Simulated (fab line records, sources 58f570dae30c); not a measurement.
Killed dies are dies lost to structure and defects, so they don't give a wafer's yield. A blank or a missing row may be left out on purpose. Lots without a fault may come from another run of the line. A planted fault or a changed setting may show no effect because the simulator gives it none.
Which tool did it? | flow berkeley_cmos170 | 7 lots, 21 wafers sampled, at 3 steps of a route of 331

WHAT THE GAUGES READ, wafer by wafer
UCB170_PWELL_TW_MEAS_17.
lot  | measured    | on            | PWELL_TW
L628 | day 3 09:26 | film_metro-03 | 370 368 368
L630 | day 3 20:32 | film_metro-03 | 370 374 369
L633 | day 4 12:52 | film_metro-02 | 385 382 384
L635 | day 5 02:41 | film_metro-02 | 340 339 337
L639 | day 5 12:03 | film_metro-02 | 339 340 338
L645 | day 6 18:14 | film_metro-04 | 377 375 373
L649 | day 7 23:08 | film_metro-04 | 374 376 372

WHICH TOOL RAN EACH LOT (tool, then ch and the chambers of the sampled wafers, then the start)
lot  | UCB170_ZERO_ETCH_06               | UCB170_PWELL_IMPLANT_15
L628 | rie_diel-01 ch 0,1,3, day 1 23:38 | implanter-03 ch 0, day 3 09:11
L630 | rie_diel-01 ch 0,2,3, day 2 13:34 | implanter-02 ch 0, day 3 20:19
L633 | rie_diel-03 ch 1,3, day 3 03:28   | implanter-03 ch 0, day 4 12:37
L635 | rie_diel-04 ch 1,2, day 3 13:51   | implanter-03 ch 0, day 5 02:19
L639 | rie_diel-01 ch 0,1, day 4 04:03   | implanter-03 ch 0, day 5 11:51
L645 | rie_diel-01 ch 0,3, day 5 12:56   | implanter-02 ch 0, day 6 17:59
L649 | rie_diel-03 ch 0,3, day 6 11:54   | implanter-02 ch 0, day 7 22:53
- UCB170_ZERO_ETCH_06: etches SiO2 in CHF3/CF4/Ar, time 12 s.
- UCB170_PWELL_IMPLANT_15

THE ANSWER, worked out from the rows above alone
Rule: what is usual is taken from the lots themselves. Put in order of their means at a reading, lots are off if they are a third of the lots or fewer, leave a main group of 4 or more, and stand apart from it by a gap of 3 or more times the standard deviation of the main group's means; of several such gaps the widest counts. A main group whose means are all the same, to the digits that the tables above print for the reading, isn't used. A lot without any number at a reading at which 4 lots or more have one is off too. The other lots that the step has rows for count as sound.
Off: L635, L639, at UCB170_PWELL_TW_MEAS_17 (PWELL_TW). The main group: mean 374, standard deviation 5.1.
A tool fits if, at a process step before that reading, it ran every lot that is off, and no sound lot after the first of them. The gauges at UCB170_PWELL_TW_MEAS_17 are tried like those tools. Can't be told from this: 2 tools fit, implanter-03 at UCB170_PWELL_IMPLANT_15, film_metro-02 at UCB170_PWELL_TW_MEAS_17.

WHAT THE SIMULATOR HAD PUT IN
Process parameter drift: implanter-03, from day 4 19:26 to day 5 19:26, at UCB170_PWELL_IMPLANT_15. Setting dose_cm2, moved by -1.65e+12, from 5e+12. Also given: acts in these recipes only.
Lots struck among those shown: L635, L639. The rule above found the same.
